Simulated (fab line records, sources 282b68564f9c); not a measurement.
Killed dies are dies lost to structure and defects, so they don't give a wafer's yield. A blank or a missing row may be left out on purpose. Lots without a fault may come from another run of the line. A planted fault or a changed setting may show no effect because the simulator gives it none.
Problem report in the 8D (eight disciplines) form, filled by code | flow rit_cmos | the parts of the form that need people (team, actions taken, sign-off) are left out

1. THE PROBLEM
killed_on_rim at RIT_M1_PROBE_99 reads a mean of 9.3 on 3 wafers of 2 lots; wafers without a fault read 1.6 with a standard deviation of 1.1. That is +7.0 standard deviations from the usual mean.
First seen on wafer L505.4, day 7 00:15, on prober-02. The record holds 18 wafers of 6 lots with a number at this step. Rule for "out", or "out of limits": more than 4 standard deviations from the usual mean. The other wafers with a number count as sound.

2. WHAT IT IS AND WHAT IT IS NOT
question                    | is                     | is not
which readings at this step | killed_on_rim          | killed_at_M0_to_M3, killed_short
which lots                  | L505, L507             | L497, L500, L511, L512
which wafers of those lots  | L505.4, L505.6, L507.1 | L505.3, L507.2, L507.5
read on which tools         | prober-01, prober-02   | -
when                        | from day 7 00:15       | up to then (7 sound wafers); but 8 sound wafers of L507, L511, L512 came after

3. SUSPECTS, AND WHAT RULES EACH OUT
Counting: a tool at a process step up to the reading stays a suspect if it ran every lot that is out. Sound lots after the first of them don't rule it out here, since some wafers of a struck lot are sound.
- rtp_anneal-02 at RIT_SDANNEAL_RTA_03 (time 5 s): kept. It ran every lot that is out, first L505 (day 6 13:31).
- pvd_sputter-03 at RIT_SILICIDE_SPUTTER_01 (material Ti, target thk 30 nm, time 240 s): kept. It ran every lot that is out, first L505 (day 6 14:03); its last sound lot up to then is L497 (day 4 12:34).
- rie_diel-01 at RIT_CONTACT_ETCH_11 (etches SiO2 in CHF3/CF4/Ar, stops on TiSi2, target depth 480 nm, time 320 s): kept. It ran every lot that is out, first L505 (day 6 16:02); its last sound lot up to then is L497 (day 4 14:34).
Left after counting: rtp_anneal-02 at RIT_SDANNEAL_RTA_03, pvd_sputter-03 at RIT_SILICIDE_SPUTTER_01, rie_diel-01 at RIT_CONTACT_ETCH_11.

4. THE CAUSE (what the simulator had put in)
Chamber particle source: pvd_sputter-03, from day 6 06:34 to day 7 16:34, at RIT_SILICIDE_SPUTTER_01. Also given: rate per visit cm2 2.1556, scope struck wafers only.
Counting left 3 suspects, and this tool is among them.

5. THE CHAIN OF EFFECTS, in route order
Each row: a reading whose mean over the struck wafers that have a number lies more than 3 standard deviations from the usual. Only readings for which the record gives a usual standard deviation are gone through. hours: the time from each lot's start at the first step in this table that gives one to its start at this step, as a median over the lots. sigmas: the change in usual standard deviations.
hours | step            | reading             | usual | on struck wafers | change | sigmas
0     | RIT_M1_PROBE_99 | killed_at_front_end | 6.6   | 16.3             | +9.7   | +3.6
0     | RIT_M1_PROBE_99 | killed_dies         | 6.7   | 16.3             | +9.6   | +3.6
0     | RIT_M1_PROBE_99 | killed_on_rim       | 1.6   | 9.3              | +7.7   | +7.0
The process steps in it:
- RIT_M1_PROBE_99

6. WHAT WOULD HAVE CAUGHT IT SOONER
In this record the first reading out of limits was taken at day 7 00:15, 18 hours after the fault began at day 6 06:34.
Of the tool readings at RIT_SILICIDE_SPUTTER_01 for which the record gives a usual standard deviation, none was out on any struck wafer, so an alarm limit of 4 standard deviations on them would not have fired.
All the lots that are out (2) had begun RIT_SILICIDE_SPUTTER_01 on pvd_sputter-03 by day 7 00:15. A hold on the tool at that time would have spared none of them.
